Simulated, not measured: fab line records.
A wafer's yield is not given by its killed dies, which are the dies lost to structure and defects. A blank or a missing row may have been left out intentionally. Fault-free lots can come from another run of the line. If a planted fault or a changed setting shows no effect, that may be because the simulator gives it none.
Check of tool commonality :: flow rit_cmos :: Sample size 14 lots and 48 wafers

## WHY IT WAS OPENED
At RIT_PWELL_TW_MEAS_10 the reading PWELL_TW is flagged on 2 of 14 lots. Wafers without a fault read 954, standard deviation 5.4.
Rule: a lot is flagged when every wafer of it that has a number lies more than 4 standard deviations from that mean, or none has a number. As for the other lots, they are considered sound.

lot: L155
measured: day 1 23:05
on: film_metro-04
PWELL_TW, wafer by wafer: 955 954 954
flag: 

lot: L156
measured: day 2 03:51
on: film_metro-02
PWELL_TW, wafer by wafer: 961 959 962
flag: 

lot: L157
measured: day 2 10:12
on: film_metro-04
PWELL_TW, wafer by wafer: 943 948 949
flag: 

lot: L158
measured: day 2 13:28
on: film_metro-03
PWELL_TW, wafer by wafer: 952 959 957
flag: 

lot: L159
measured: day 2 19:44
on: film_metro-03
PWELL_TW, wafer by wafer: 957 952 955
flag: 

lot: L160
measured: day 3 00:09
on: film_metro-02
PWELL_TW, wafer by wafer: 957 953 957
flag: 

lot: L162
measured: day 3 09:40
on: film_metro-03
PWELL_TW, wafer by wafer: 962 963 964
flag: 

lot: L163
measured: day 3 15:18
on: film_metro-03
PWELL_TW, wafer by wafer: 957 960 964
flag: 

lot: L165
measured: day 4 00:36
on: film_metro-02
PWELL_TW, wafer by wafer: 963 952 961
flag: 

lot: L169
measured: day 4 20:32
on: film_metro-02
PWELL_TW, wafer by wafer: 924 919 920 919 916 921
flag: FLAGGED

lot: L171
measured: day 5 06:34
on: film_metro-02
PWELL_TW, wafer by wafer: 925 920 924 925 921 924
flag: FLAGGED

lot: L173
measured: day 5 17:50
on: film_metro-04
PWELL_TW, wafer by wafer: 946 943 948
flag: 

lot: L175
measured: day 6 02:25
on: film_metro-04
PWELL_TW, wafer by wafer: 948 948 953
flag: 

lot: L177
measured: day 6 16:30
on: film_metro-04
PWELL_TW, wafer by wafer: 952 952 951
flag: 
The mean of the flagged lots' numbers is 922, -32 from the usual (-6 standard deviations).

## EACH LOT AND THE TOOL IT RAN ON
The record keeps 1 process step preceding the reading, out of 202 steps on the route. Read each cell as the tool, then ch plus the chambers that the sampled wafers visited, then the start.
lot: L155
flag: 
RIT_PWELL_IMPLANT_08: implanter-03 ch 0, day 1 22:46

lot: L156
flag: 
RIT_PWELL_IMPLANT_08: implanter-04 ch 0, day 2 03:32

lot: L157
flag: 
RIT_PWELL_IMPLANT_08: implanter-04 ch 0, day 2 09:53

lot: L158
flag: 
RIT_PWELL_IMPLANT_08: implanter-02 ch 0, day 2 13:11

lot: L159
flag: 
RIT_PWELL_IMPLANT_08: implanter-04 ch 0, day 2 19:26

lot: L160
flag: 
RIT_PWELL_IMPLANT_08: implanter-03 ch 0, day 2 23:49

lot: L162
flag: 
RIT_PWELL_IMPLANT_08: implanter-04 ch 0, day 3 09:22

lot: L163
flag: 
RIT_PWELL_IMPLANT_08: implanter-04 ch 0, day 3 14:58

lot: L165
flag: 
RIT_PWELL_IMPLANT_08: implanter-04 ch 0, day 4 00:16

lot: L169
flag: FLAGGED
RIT_PWELL_IMPLANT_08: implanter-03 ch 0, day 4 20:13

lot: L171
flag: FLAGGED
RIT_PWELL_IMPLANT_08: implanter-03 ch 0, day 5 06:16

lot: L173
flag: 
RIT_PWELL_IMPLANT_08: implanter-04 ch 0, day 5 17:31

lot: L175
flag: 
RIT_PWELL_IMPLANT_08: implanter-04 ch 0, day 6 02:05

lot: L177
flag: 
RIT_PWELL_IMPLANT_08: implanter-04 ch 0, day 6 16:11
What is done by these steps:
- RIT_PWELL_IMPLANT_08
- RIT_PWELL_TW_MEAS_10

## FLAGGED AGAINST TOTAL, ONE TOOL AT A TIME (gauges that did the reading follow at the end)
step: RIT_PWELL_IMPLANT_08
tool: implanter-02
lots run: 1
flagged: 0
share of the flagged lots: none
sound lots run after its first flagged lot: -

step: RIT_PWELL_IMPLANT_08
tool: implanter-03
lots run: 4
flagged: 2
share of the flagged lots: all
sound lots run after its first flagged lot: 0

step: RIT_PWELL_IMPLANT_08
tool: implanter-04
lots run: 9
flagged: 0
share of the flagged lots: none
sound lots run after its first flagged lot: -

step: RIT_PWELL_TW_MEAS_10
tool: film_metro-02
lots run: 5
flagged: 2
share of the flagged lots: all
sound lots run after its first flagged lot: 0

step: RIT_PWELL_TW_MEAS_10
tool: film_metro-03
lots run: 4
flagged: 0
share of the flagged lots: none
sound lots run after its first flagged lot: -

step: RIT_PWELL_TW_MEAS_10
tool: film_metro-04
lots run: 5
flagged: 0
share of the flagged lots: none
sound lots run after its first flagged lot: -

## THE TABLE: WHAT IT ALLOWS
2 rows of the table ran every flagged lot: implanter-03 at RIT_PWELL_IMPLANT_08, film_metro-02 at RIT_PWELL_TW_MEAS_10.
- implanter-03 at RIT_PWELL_IMPLANT_08: 2 of its 4 lots flagged. Last sound lot L160 at day 2 23:49, first flagged lot L169 at day 4 20:13; a fault beginning in between fits. Its own readings (beam_on_s, faraday_current_uA) fall more than 4 standard deviations out on all wafers of the flagged lots.
- film_metro-02 at RIT_PWELL_TW_MEAS_10: 2 of its 5 lots flagged. Last sound lot L165 at day 4 00:36, first flagged lot L169 at day 4 20:32; a fault beginning in between fits.
These 2 tools cannot be told apart by counting lots, since each of them fits a fault that started at some hour. More lots, or a look at what each step does to the wafer, might.

## WHAT WAS PUT IN BY THE SIMULATOR
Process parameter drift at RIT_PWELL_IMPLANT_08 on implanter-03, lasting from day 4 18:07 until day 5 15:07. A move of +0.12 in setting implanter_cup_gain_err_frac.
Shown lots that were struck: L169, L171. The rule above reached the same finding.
